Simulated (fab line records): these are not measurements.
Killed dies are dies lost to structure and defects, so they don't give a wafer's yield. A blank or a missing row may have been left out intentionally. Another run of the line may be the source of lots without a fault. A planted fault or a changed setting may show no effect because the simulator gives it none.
Lot-split experiment | flow rit_cmos | route with 202 steps; 5 lots, 23 wafers read

SPLIT DETAILS
At RIT_NWELL_IMPLANT_08, the setting dose_cm2 was moved away from the recipe's 5e+13 on 4 of the 23 wafers read, by -6.9% to +3.0%. All remaining wafers had this setting at the recipe value.

FROM THE SPLIT TO THE READING: what the file shows between them, 8 steps
- RIT_NWELL_STRIP_09: strips in O2, time 180 s
- RIT_NWELL_TW_MEAS_10
- RIT_PWELL_SOFTBAKE_02: time 60 s (also split here: temp_c)
- RIT_PWELL_EXPOSE_03: exposes mask M3, target cd 43700 nm
- RIT_PWELL_PEB_04
- RIT_PWELL_DEVELOP_05: develop time 68 s
- RIT_PWELL_HARDBAKE_07: time 120 s
- RIT_WELLDRIVE_ANNEAL_00: time 14700 s

THE READING
At RIT_WELLDRIVE_RS_MEAS_01, a four-point-probe measurement gives NWELL_RS in ohm/sq. A value of 275.5 ohm/sq with a standard deviation of 0.66 ohm/sq is what fault-free wafers of this fab line usually give.

wafer  | tool, chamber at the split | dose_cm2 as run | against the recipe | NWELL_RS, ohm/sq | against lot-mates on the recipe
L074.1 | implanter-01, 0            | 5.151e+13       | +3.0%              | 270.4            | -5.0
L074.2 | implanter-01, 0            | 5.151e+13       | +3.0%              | 270.8            | -4.6
L074.4 | implanter-01, 0            | 5e+13           | recipe             | 275.5            | -
L074.5 | implanter-01, 0            | 5e+13           | recipe             | 275.8            | -
L074.6 | implanter-01, 0            | 5e+13           | recipe             | 275.0            | -
L075.1 | implanter-01, 0            | 5e+13           | recipe             | 275.7            | -
L075.2 | implanter-01, 0            | 5e+13           | recipe             | 275.4            | -
L075.5 | implanter-01, 0            | 5e+13           | recipe             | 276.1            | -
L077.1 | implanter-01, 0            | 5e+13           | recipe             | 275.4            | -
L077.2 | implanter-01, 0            | 5e+13           | recipe             | 276.0            | -
L077.3 | implanter-01, 0            | 5e+13           | recipe             | 275.2            | -
L077.4 | implanter-01, 0            | 4.654e+13       | -6.9%              | 288.1            | +12.6
L077.6 | implanter-01, 0            | 4.654e+13       | -6.9%              | 287.4            | +11.9
L084.1 | implanter-02, 0            | 5e+13           | recipe             | 277.1            | -
L084.2 | implanter-02, 0            | 5e+13           | recipe             | 275.3            | -
L084.4 | implanter-02, 0            | 5e+13           | recipe             | 275.3            | -
L084.5 | implanter-02, 0            | 5e+13           | recipe             | 274.7            | -
L084.6 | implanter-02, 0            | 5e+13           | recipe             | 275.8            | -
L085.1 | implanter-01, 0            | 5e+13           | recipe             | 276.4            | -
L085.2 | implanter-01, 0            | 5e+13           | recipe             | 276.5            | -
L085.4 | implanter-01, 0            | 5e+13           | recipe             | 275.8            | -
L085.5 | implanter-01, 0            | 5e+13           | recipe             | 275.3            | -
L085.6 | implanter-01, 0            | 5e+13           | recipe             | 276.1            | -

FIT RESULTS
A straight line over all 23 wafers: NWELL_RS changes by -1.73 ohm/sq for each +1% of dose_cm2; r = -0.99; the points scatter about the line by 0.55 ohm/sq.
The same after taking each lot's own level away (the mean of its wafers on the recipe; 23 wafers): -1.74 ohm/sq for each +1%; r = -0.99; scatter 0.53 ohm/sq.
On that fit, the largest move of dose_cm2 shifts the reading by 12 ohm/sq.
Across the lots, their own levels run from 275.43 to 276.02 ohm/sq, a range of 0.9 times the standard deviation given above.
Consequently the slope shifts little with the lot-to-lot level, the two slopes agreeing.
Check: for one of the wafers moved furthest among these (-6.9%), held out of the fit, the line's prediction against its lot-mates is +11.7 ohm/sq. Against them it came out at +12.6 ohm/sq.

THE OTHER SPLITS THESE WAFERS WENT THROUGH
Note: prior to the reading, these wafers also went through further splits. Each is held against what the fit with the lots' levels taken away leaves over:
other split on the same wafers  | wafers away from the commonest value | r with NWELL_RS (lot level and that fit taken away)
RIT_ACTIVE_CVD_03 time_s        | 18                                   | -0.01
RIT_ACTIVE_HARDBAKE_12 temp_c   | 8                                    | -0.04
RIT_FOX2_OXIDATION_00 ox_time_s | 18                                   | +0.09
RIT_NWELL_SOFTBAKE_02 temp_c    | 10                                   | -0.22
RIT_PWELL_SOFTBAKE_02 temp_c    | 6                                    | +0.21

THE WHOLE CHAIN: every reading that the file lists as answering this split, in the file's order
step                     | what it does                 | reading  | change (the file's fit)           | r (the file's)
RIT_NWELL_TW_MEAS_10     |                              | NWELL_TW | +7.15 for each +1% of the setting | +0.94
RIT_WELLDRIVE_RS_MEAS_01 | measures by four-point-probe | NWELL_RS | -1.73 for each +1% of the setting | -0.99

THE FILE'S OWN FIT
NWELL_RS changes by -1.73 ohm/sq for each +1% of dose_cm2, r = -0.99.
